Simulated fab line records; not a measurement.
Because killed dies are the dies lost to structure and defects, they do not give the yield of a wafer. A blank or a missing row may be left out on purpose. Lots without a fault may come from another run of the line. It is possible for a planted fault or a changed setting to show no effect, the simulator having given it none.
Comparing a struck lot with a sound one | flow berkeleyCmos170 | 16 steps out of a route of 331
Sound: wafers L858.1, L858.3, L858.5. The struck wafers were L872.1, L872.2, L872.5. The cause is given at the end.
Per side, at each step with rows, come the tool, then ch with its chambers, and then its first start. Under that, the readings that differ: sound wafers | struck wafers | difference of the means | sigmas: that difference in standard deviations of wafers without a fault.
alike: words and numbers the same on both sides, and readings whose means are apart by under 2 such deviations; not compared: readings that were withheld, readings missing a value for some wafer, numbers with overlapping values and no deviation given by the record, and bounds like >300 which may hide the same value.
The two part at a step that has a row with sigmas, a row that says differs or no value, or rows on one side only. Non-overlapping numbers with no deviation appear without sigmas and do not part them. Lack of a reading on every wafer of one side parts them only where that side has two or more wafers.

first, 2 steps without rows for these wafers: UCB170_M2_COAT_05 (resist thk 900 nm); UCB170_M2_SOFTBAKE_06 (time 60 s).
UCB170_M2_STRIP_07: strips in O2.
  sound on plasmaAsher-03 ch 1, day 6 23:10; struck on plasmaAsher-03 ch 0,1, day 10 07:16
  alike: drypumpMotorCurrentA, oesProductAu, stripTimeToEndpointS
  not compared: rfHoursCounterH
then, 7 steps without rows for these wafers: UCB170_M2_STRIP_08 (strips KrF in DMSO, time 600 s); UCB170_M2_COAT_09; UCB170_M2_COAT_10 (resist thk 900 nm); UCB170_M2_SOFTBAKE_11 (time 60 s); UCB170_M2_EXPOSE_12 (exposes mask METAL2, target cd 700 nm); UCB170_M2_PEB_13; UCB170_M2_DEVELOP_14 (develop time 45 s).
UCB170_M2_CD_MEAS_15: the cd target is 700 nm.
  sound on cdSem-01, day 7 01:00; struck on cdSem-02, day 10 08:24
  alike: cdNm
UCB170_M2_OVL_MEAS_16:
  sound on overlay-01, day 7 01:07; struck on overlay-02, day 10 08:31
reading     | sound   | struck   | difference | sigmas
M2_OVL (nm) | 10 9 10 | -2 -4 -4 | -13        | -3
UCB170_M2_ETCH_17: etches BARC in N2/H2.
  sound on rieDiel-01 ch 0,3, day 7 01:09; struck on rieDiel-01 ch 0,1,2, day 10 08:34
  no value came back on the struck wafers for any of 6 readings (biasW (W), chamberPressureMTorr (mTorr) and others); on the sound wafers biasW (W) reads 99.82 100.35 100.34
UCB170_M2_METAL_ETCH_18: etches Al in Cl2/BCl3, stops on SiO2, target depth 1170 nm, time 195 s.
  sound on rieMetal-04 ch 0,1, day 7 01:11; struck on rieMetal-03 ch 0,1, day 10 08:36
reading             | sound             | struck            | difference | sigmas
oesProductAu (a.u.) | 0.873 0.849 0.850 | 0.382 0.366 0.374 | -0.483     | -40
  alike: bcl3FlowSccm, biasW, drypumpMotorCurrentA, rfFwdPowerW, throttleValvePct
  not compared: rfHoursCounterH
UCB170_M2_STRIP_19: strips in O2.
  sound on plasmaAsher-03 ch 0, day 7 01:23; struck on plasmaAsher-03 ch 0,1, day 10 08:47
  alike: drypumpMotorCurrentA, oesProductAu
  not compared: rfHoursCounterH
UCB170_M2_CD_MEAS_90: the cd target is 700 nm.
  sound on cdSem-01, day 7 01:34; struck on cdSem-02, day 10 08:53
reading   | sound       | struck | difference                    | sigmas
cdNm (nm) | 699 698 697 | - - -  | no value on the struck wafers | 

== WHERE THEY PART ==
Last at UCB170_M2_CD_MEAS_90 as far as this record goes, first at UCB170_M2_OVL_MEAS_16.

WHY: what the simulator had put in
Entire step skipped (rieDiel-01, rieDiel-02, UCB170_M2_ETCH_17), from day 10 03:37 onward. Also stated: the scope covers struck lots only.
